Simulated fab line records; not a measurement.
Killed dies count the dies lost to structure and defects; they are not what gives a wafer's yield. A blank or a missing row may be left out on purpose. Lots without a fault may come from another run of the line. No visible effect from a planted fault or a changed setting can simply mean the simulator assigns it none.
The tool behind it: which one? + flow berkeley_cmos170 + Sampling: 14 lots, 42 wafers, 5 of 331 route steps

## WHAT EACH GAUGE READ, for each wafer
UCB170_SCREENOX_THK_MEAS_02.
| lot  | measured     | on            | SCREENOX_OXIDE_THK (nm) |
|------|--------------|---------------|-------------------------|
| L104 | day 5 17:48  | film_metro-03 | 13.93 14.01 14.03       |
| L105 | day 6 05:24  | film_metro-03 | 14.26 14.43 14.28       |
| L106 | day 6 05:25  | film_metro-04 | 14.79 14.84 14.83       |
| L108 | day 7 04:28  | film_metro-03 | 14.84 14.55 14.52       |
| L109 | day 7 04:29  | film_metro-02 | 14.52 14.26 14.22       |
| L111 | day 7 11:53  | film_metro-02 | 14.39 14.33 14.39       |
| L114 | day 7 11:57  | film_metro-04 | 14.26 14.25 14.32       |
| L116 | day 8 10:08  | film_metro-04 | 14.46 14.58 14.57       |
| L115 | day 8 10:09  | film_metro-03 | 14.56 14.50 14.24       |
| L120 | day 8 10:09  | film_metro-02 | 14.82 14.80 14.77       |
| L122 | day 9 08:41  | film_metro-03 | 14.76 14.51 14.40       |
| L123 | day 9 08:41  | film_metro-04 | 14.43 14.60 14.59       |
| L126 | day 9 22:22  | film_metro-03 | 14.41 14.28 14.28       |
| L127 | day 10 05:55 | film_metro-03 | 14.39 14.25 14.14       |

UCB170_NLDD_CD_MEAS_06: target cd 1200 nm.
| lot  | measured     | on        | cd_nm (nm)           |
|------|--------------|-----------|----------------------|
| L104 | day 6 21:59  | cd_sem-02 | 1200.3 1201.6 1200.8 |
| L105 | day 7 07:05  | cd_sem-01 | 1198.6 1197.0 1198.2 |
| L106 | day 7 06:22  | cd_sem-02 | 1197.7 1200.3 1199.3 |
| L108 | day 8 02:19  | cd_sem-02 | 1200.6 1200.4 1200.0 |
| L109 | day 8 02:10  | cd_sem-01 | 1199.6 1199.3 1199.6 |
| L111 | day 8 13:53  | cd_sem-02 | 1201.9 1200.4 1201.9 |
| L114 | day 8 13:10  | cd_sem-01 | 1201.4 1200.1 1201.0 |
| L116 | day 9 17:59  | cd_sem-01 | 1199.9 1201.4 1200.0 |
| L115 | day 9 17:38  | cd_sem-01 | 1202.2 1200.7 1199.8 |
| L120 | day 9 15:03  | cd_sem-01 | 1198.8 1199.4 1198.9 |
| L122 | day 10 14:49 | cd_sem-02 | 1202.4 1203.1 1203.1 |
| L123 | day 10 15:07 | cd_sem-02 | 1198.9 1197.0 1198.9 |
| L126 | day 11 04:31 | cd_sem-02 | 1201.4 1201.9 1202.1 |
| L127 | day 11 10:49 | cd_sem-02 | 1199.5 1199.4 1198.1 |

UCB170_NSD_CD_MEAS_06: target cd 1200 nm.
| lot  | measured     | on        | cd_nm (nm)           |
|------|--------------|-----------|----------------------|
| L104 | day 7 07:11  | cd_sem-01 | 1201.1 1199.7 1199.8 |
| L105 | day 7 16:13  | cd_sem-01 | 1197.8 1198.2 1197.9 |
| L106 | day 7 16:08  | cd_sem-02 | 1199.7 1198.8 1199.2 |
| L108 | day 8 12:27  | cd_sem-02 | 1202.1 1200.9 1201.2 |
| L109 | day 8 12:05  | cd_sem-01 | 1200.0 1199.1 1199.1 |
| L111 | day 8 23:14  | cd_sem-02 | 1199.1 1200.3 1199.2 |
| L114 | day 8 22:43  | cd_sem-01 | 1199.9 1199.3 1200.0 |
| L116 | day 10 02:29 | cd_sem-02 | 1198.7 1200.1 1199.7 |
| L115 | day 10 02:59 | cd_sem-02 | 1200.0 1199.1 1199.6 |
| L120 | day 10 02:23 | cd_sem-01 | 1199.9 1200.0 1200.2 |
| L122 | day 11 01:58 | cd_sem-02 | 1200.9 1200.0 1200.5 |
| L123 | day 11 02:10 | cd_sem-02 | 1201.3 1201.6 1203.0 |
| L126 | day 11 16:03 | cd_sem-02 | 1200.4 1198.8 1198.6 |
| L127 | day 11 22:51 | cd_sem-02 | 1199.7 1201.1 1201.2 |

## WHAT TOOL EACH LOT RAN ON (gives the tool, then ch and the chambers of the sampled wafers, and finally the start)
| lot  | UCB170_NLDD_COAT_01               | UCB170_NLDD_STRIP_10                 |
|------|-----------------------------------|--------------------------------------|
| L104 | litho_track-04 ch 0, day 6 20:56  | plasma_asher-01 ch 0,1, day 6 22:27  |
| L105 | litho_track-04 ch 0, day 7 05:47  | plasma_asher-01 ch 0, day 7 07:31    |
| L106 | litho_track-03 ch 0, day 7 05:22  | plasma_asher-01 ch 0,1, day 7 06:49  |
| L108 | litho_track-04 ch 0, day 8 01:37  | plasma_asher-03 ch 0,1, day 8 02:46  |
| L109 | litho_track-04 ch 0, day 8 01:11  | plasma_asher-01 ch 0,1, day 8 02:36  |
| L111 | litho_track-03 ch 0, day 8 13:03  | plasma_asher-01 ch 0,1, day 8 14:20  |
| L114 | litho_track-01 ch 0, day 8 12:13  | plasma_asher-03 ch 0, day 8 13:37    |
| L116 | litho_track-04 ch 0, day 9 16:34  | plasma_asher-03 ch 0, day 9 18:27    |
| L115 | litho_track-04 ch 0, day 9 16:10  | plasma_asher-02 ch 0,1, day 9 18:05  |
| L120 | litho_track-04 ch 0, day 9 13:32  | plasma_asher-03 ch 0,1, day 9 15:30  |
| L122 | litho_track-04 ch 0, day 10 14:02 | plasma_asher-03 ch 0,1, day 10 15:17 |
| L123 | litho_track-03 ch 0, day 10 14:18 | plasma_asher-02 ch 0,1, day 10 15:35 |
| L126 | litho_track-01 ch 0, day 11 03:07 | plasma_asher-01 ch 0,1, day 11 04:58 |
| L127 | litho_track-01 ch 0, day 11 09:46 | plasma_asher-01 ch 0,1, day 11 11:17 |
- UCB170_NLDD_COAT_01: resist thk 900 nm.
- UCB170_NLDD_STRIP_10: strips in O2.

## WHAT THE TOOLS THEMSELVES READ (means of the sampled wafers that have a number; where no wafer has one, the mark that the record gives instead)
UCB170_NLDD_STRIP_10.
| lot  | tool            | drypump_motor_current_A (A) | oes_product_au (a.u.) | strip_time_to_endpoint_s (s) |
|------|-----------------|-----------------------------|-----------------------|------------------------------|
| L104 | plasma_asher-01 | 5.7                         | 0.732                 | 21.63                        |
| L105 | plasma_asher-01 | 5.6                         | 0.734                 | 21.70                        |
| L106 | plasma_asher-01 | 5.8                         | 0.733                 | 21.54                        |
| L108 | plasma_asher-03 | 6.4                         | 0.736                 | 21.70                        |
| L109 | plasma_asher-01 | 5.8                         | 0.739                 | 21.67                        |
| L111 | plasma_asher-01 | 5.7                         | 0.731                 | 21.64                        |
| L114 | plasma_asher-03 | 6.6                         | 0.733                 | 21.62                        |
| L116 | plasma_asher-03 | 6.6                         | 0.732                 | 20.52                        |
| L115 | plasma_asher-02 | 5.4                         | 0.737                 | 21.62                        |
| L120 | plasma_asher-03 | 6.4                         | 0.736                 | 21.64                        |
| L122 | plasma_asher-03 | 6.4                         | 0.734                 | 20.58                        |
| L123 | plasma_asher-02 | 5.4                         | 0.737                 | 21.68                        |
| L126 | plasma_asher-01 | 5.6                         | 0.733                 | 21.65                        |
| L127 | plasma_asher-01 | 5.7                         | 0.740                 | 21.60                        |

## THE ANSWER, worked out from the rows above alone
Rule: the lots themselves supply what counts as usual. Put in order of their means at a reading, lots are off if they are a third of the lots or fewer, leave a main group of 4 or more, and stand apart from it by a gap of 3 or more times the standard deviation of the main group's means; of several such gaps the widest counts. A main group is skipped when, at the precision printed for the reading in the tables above, its means are all equal. Also off: a lot with no number at a reading for which 4 or more lots have one. The other lots that the step has rows for count as sound. First the gauges in route order, then the tools' own readings, where a lot's mean is used as printed above. The first step at which some lot is off is used, and at that step the reading that is off furthest; a lot without a number counts as furthest.
Off, at UCB170_NLDD_STRIP_10 on strip_time_to_endpoint_s: L116, L122. The main group has a mean of 21.64 s with a standard deviation of 0.043.
If a tool, at that step or one of the process steps before it, ran each lot that is off and ran no sound lot following the first of them, it fits. Undecided on this evidence; 2 tools fit (litho_track-04 at UCB170_NLDD_COAT_01, plasma_asher-03 at UCB170_NLDD_STRIP_10).

## WHAT HAD BEEN PUT IN BY THE SIMULATOR
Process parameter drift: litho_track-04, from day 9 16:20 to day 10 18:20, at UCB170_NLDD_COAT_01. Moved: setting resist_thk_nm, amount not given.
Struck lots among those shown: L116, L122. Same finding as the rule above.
